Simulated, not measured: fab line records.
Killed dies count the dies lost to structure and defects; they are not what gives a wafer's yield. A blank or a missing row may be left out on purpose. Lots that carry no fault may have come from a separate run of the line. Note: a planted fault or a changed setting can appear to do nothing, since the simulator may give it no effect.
Problem report in the 8D (eight disciplines) form, filled by code | flow rit cmos | the parts of the form that need people (team, actions taken, sign-off) are left out

1. THE PROBLEM
Mean of heater power total W at RIT_PLDD_SOFTBAKE_02: 30.77 W across 6 wafers in 2 lots; on wafers with no fault it is 34.56 W (standard deviation 0.049). Relative to the usual mean, that is a shift of -77 standard deviations.
The step: time 60 s.
Seen first at day 6 19:13 on litho track-03, wafer L170.1. Wafers with a number at this step in the record: 42, from 14 lots. By rule, "out" or "out of limits" means more than 4 standard deviations away from the usual mean. The rest of the wafers with a number are treated as sound.

2. WHAT IT IS, AND WHAT IT ISN'T
question                    | is                                 | is not
which readings at this step | heater power total W, plate temp C | -
which lots                  | L170, L172                         | L156, L157, L158, L159, L160, L162, L163, L164, L166, L167, L168, L174
which wafers of those lots  | all that have a number             | -
read on which tools         | litho track-03                     | litho track-02, litho track-04
when                        | from day 6 19:13                   | up to then (33 sound wafers); but 3 sound wafers of L174 came after

3. WHAT RULES OUT EACH SUSPECT
Counting: a tool at any process step up to the reading remains a suspect when it ran all the lots that are out and ran no sound lot after the first of those.
- litho track-03 at RIT_PLDD_SOFTBAKE_02 (time 60 s): kept. It ran every lot that is out, first L170 (day 6 19:13), and no sound lot after that; its last sound lot up to then is L168 (day 6 01:23). On those wafers its own readings are out: heater power total W, plate temp C.
The count leaves litho track-03 at RIT_PLDD_SOFTBAKE_02.

4. THE CAUSE (what the simulator had put in)
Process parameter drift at RIT_PLDD_SOFTBAKE_02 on litho track-03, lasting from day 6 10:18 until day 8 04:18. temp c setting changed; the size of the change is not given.
The count eliminated every tool but this one.

5. SEQUENCE OF EFFECTS, ordered by route
Each row: a reading whose mean over the struck wafers that have a number lies more than 3 standard deviations from the usual. Scope: only readings with a usual standard deviation given in the record; hours: median across lots of the time from each lot's start at the first step in this table that gives one to its start at this step; sigmas: change in usual standard deviations.
hours | step                 | reading              | usual   | on struck wafers | change | sigmas
0     | RIT_PLDD_SOFTBAKE_02 | heater power total W | 34.56 W | 30.77            | -3.79  | -77
0     | RIT_PLDD_SOFTBAKE_02 | plate temp C         | 89.98 C | 83.03            | -6.95  | -58
The process steps in it:
- RIT_PLDD_SOFTBAKE_02: time 60 s.

6. HOW IT WOULD HAVE BEEN CAUGHT EARLIER
First out-of-limits reading in this record: day 6 19:13, which is 9 hours after fault onset at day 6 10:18.
